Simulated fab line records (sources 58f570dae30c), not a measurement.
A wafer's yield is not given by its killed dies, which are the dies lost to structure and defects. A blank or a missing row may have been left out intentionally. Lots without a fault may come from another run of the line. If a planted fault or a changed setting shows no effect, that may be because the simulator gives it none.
Tool commonality check | flow berkeley-cmos170 | Lots sampled 15, wafers sampled 45

## REASON FOR OPENING
3 of 15 lots carry a flag on the reading START_OXIDE_THK at UCB170_START_THK_MEAS_03. Wafers without a fault read 20.1 nm, standard deviation 0.37.
Rule: a lot is flagged when every wafer of it that has a number lies more than 4 standard deviations from that mean, or none has a number. The other lots count as sound.

lot  | measured    | on            | START_OXIDE_THK (nm), wafer by wafer | flag
L687 | day 1 17:31 | film-metro-01 | 20.2 20.4 20.4                       |
L688 | day 1 17:31 | film-metro-02 | 20.3 20.1 20.1                       |
L689 | day 1 23:45 | film-metro-02 | 20.2 20.2 20.1                       |
L690 | day 2 09:24 | film-metro-04 | 32.1 32.1 32.2                       | FLAGGED
L692 | day 2 22:43 | film-metro-01 | 31.4 31.1 30.9                       | FLAGGED
L694 | day 3 02:55 | film-metro-04 | 30.7 30.4 31.3                       | FLAGGED
L702 | day 4 16:43 | film-metro-01 | 20.2 20.2 20.5                       |
L703 | day 4 23:10 | film-metro-01 | 19.3 19.4 19.4                       |
L704 | day 5 02:55 | film-metro-01 | 19.9 20.1 19.8                       |
L705 | day 5 09:20 | film-metro-01 | 20.0 20.1 19.8                       |
L706 | day 5 13:47 | film-metro-01 | 19.4 19.5 19.2                       |
L707 | day 5 19:12 | film-metro-02 | 20.7 20.4 20.4                       |
L708 | day 5 23:42 | film-metro-02 | 20.2 20.1 20.5                       |
L709 | day 6 05:52 | film-metro-01 | 20.3 20.4 20.4                       |
L710 | day 6 11:22 | film-metro-04 | 20.3 20.3 20.4                       |
The mean of the flagged lots' numbers is 31.4 nm, +11.3 nm from the usual (+30 standard deviations).

## TOOL THAT RAN EACH LOT
The record keeps 1 process step preceding the reading, out of 331 steps on the route. Each cell gives the tool, then ch followed by the chambers the sampled wafers passed through, then the start.
lot  | flag    | UCB170_START_OXIDATION_02
L687 |         | furnace-04 ch 0, day 1 16:01
L688 |         | furnace-04 ch 0, day 1 16:01
L689 |         | furnace-01 ch 0, day 1 22:14
L690 | FLAGGED | furnace-02 ch 0, day 2 04:44 and furnace-04 ch 0, day 2 07:53
L692 | FLAGGED | furnace-04 ch 0, day 2 15:28
L694 | FLAGGED | furnace-04 ch 0, day 2 22:38
L702 |         | furnace-01 ch 0, day 4 15:13
L703 |         | furnace-04 ch 0, day 4 21:39
L704 |         | furnace-01 ch 0, day 5 01:25
L705 |         | furnace-02 ch 0, day 5 07:50
L706 |         | furnace-04 ch 0, day 5 12:17
L707 |         | furnace-01 ch 0, day 5 17:41
L708 |         | furnace-01 ch 0, day 5 22:11
L709 |         | furnace-01 ch 0, day 6 04:22
L710 |         | furnace-01 ch 0, day 6 09:52
What the steps here do:
- UCB170_START_OXIDATION_02: target thk 20 nm, ox time 1800 s.
- UCB170_START_THK_MEAS_03

## FLAGGED AGAINST TOTAL, ONE TOOL AT A TIME (gauges that did the reading follow at the end)
step                      | tool          | lots run | flagged | share of the flagged lots | sound lots run after its first flagged lot
UCB170_START_OXIDATION_02 | furnace-01    | 7        | 0       | none                      | -
UCB170_START_OXIDATION_02 | furnace-02    | 2        | 1       | some                      | 1 (L705)
UCB170_START_OXIDATION_02 | furnace-04    | 7        | 3       | all                       | 2 (L703,L706)
UCB170_START_THK_MEAS_03  | film-metro-01 | 8        | 1       | some                      | 6 (L702,L703,L704,L705,L706,L709)
UCB170_START_THK_MEAS_03  | film-metro-02 | 4        | 0       | none                      | -
UCB170_START_THK_MEAS_03  | film-metro-04 | 3        | 2       | some                      | 1 (L710)

## WHAT THE TABLE PERMITS
All flagged lots share 1 row of the table, namely furnace-04 at UCB170_START_OXIDATION_02.
- furnace-04 at UCB170_START_OXIDATION_02: 3 of its 7 lots flagged. Sound lots followed the first flagged one (L703, L706) on it, something a lasting fault affecting the whole tool could not allow.
Not one row of the table ran every flagged lot while running no sound lot after the first.

## WHAT WAS PUT IN BY THE SIMULATOR
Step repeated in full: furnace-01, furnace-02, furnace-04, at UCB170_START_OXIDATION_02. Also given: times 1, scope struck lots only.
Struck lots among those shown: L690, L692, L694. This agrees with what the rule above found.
